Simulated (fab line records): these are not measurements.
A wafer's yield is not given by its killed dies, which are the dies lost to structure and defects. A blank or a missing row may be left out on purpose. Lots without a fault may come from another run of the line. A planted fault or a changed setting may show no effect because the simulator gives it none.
The same fault as seen by 2 desks :: flow rit cmos :: only its own numbers are on each desk; what lay behind them is given at the end

## DESK OF THE TOOL OWNER: iline stepper-01
The tool's own readings at RIT_NWELL_EXPOSE_03 (exposes mask M2, target cd 43900 nm): means of the sampled wafers that have a number, for each lot that ran on this tool. The brackets show how far a lot's mean lies from the usual mean; more than 4 standard deviations puts the lot out of limits, marked OUT.
Columns: A = focus offset nm at RIT_NWELL_EXPOSE_03, usual 0.1 nm
lot: L346
first seen here: day 2 01:14
A: 0.5

lot: L347
first seen here: day 2 06:44
A: 0.3

lot: L350
first seen here: day 2 20:55
A: 1.1

lot: L351
first seen here: day 3 01:50
A: -0.6

lot: L354
first seen here: day 3 17:45
A: 0.1

lot: L355
first seen here: day 3 21:45
A: 0.3

lot: L359
first seen here: day 4 18:15
A: 0.1
This desk found nothing out of limits on any of the 7 lots.

## FROM THE METROLOGY DESK
Means of the sampled wafers that have a number, per lot and without regard to the tool the lot ran on: this is what the gauges read. The brackets show how far a lot's mean lies from the usual mean; more than 4 standard deviations puts the lot out of limits, marked OUT.
Columns: A = NWELL_OVL at RIT_NWELL_OVL_MEAS_06, usual 1.1 nm
lot: L345
first seen here: day 1 20:37
A: 2.1

lot: L346
first seen here: day 2 01:37
A: 2.6

lot: L347
first seen here: day 2 07:10
A: 1.4

lot: L348
first seen here: day 2 12:39
A: 1.2

lot: L349
first seen here: day 2 16:35
A: 0.1

lot: L350
first seen here: day 2 21:23
A: 0.7

lot: L351
first seen here: day 3 02:16
A: 2.3

lot: L354
first seen here: day 3 18:14
A: -301.4 (-99 or more) OUT

lot: L355
first seen here: day 3 22:11
A: -298.9 (-99 or more) OUT

lot: L359
first seen here: day 4 18:40
A: -298.2 (-99 or more) OUT

lot: L360
first seen here: day 4 23:49
A: 1.3

lot: L361
first seen here: day 5 05:02
A: -0.7

lot: L365
first seen here: day 6 01:23
A: 1.4

lot: L366
first seen here: day 6 06:04
A: 0.3

lot: L368
first seen here: day 6 16:49
A: 0.3
This desk's result: L354, L355, L359 out of limits, first on L354 (NWELL_OVL at RIT_NWELL_OVL_MEAS_06), day 3 18:14. L345, L346, L347, L348, L349, L350, L351, L360, L361, L365, L366, L368 stayed within limits.

## TAKEN TOGETHER
At day 3 18:14 the metrology desk could have sounded an alarm, on L354, L355, L359.
The desk of the tool owner found nothing out of limits.
On record at the tool owner's desk: L354, L355, L359, within its limits.
The lots listed all ran RIT_NWELL_EXPOSE_03 on iline stepper-01.

## WHAT THE SIMULATOR PUT IN
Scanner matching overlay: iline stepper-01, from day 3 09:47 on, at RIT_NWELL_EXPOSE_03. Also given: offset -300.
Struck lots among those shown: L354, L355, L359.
Per desk, hours elapsed from the start of the fault to the first reading out of limits: for the metrology desk, 8.
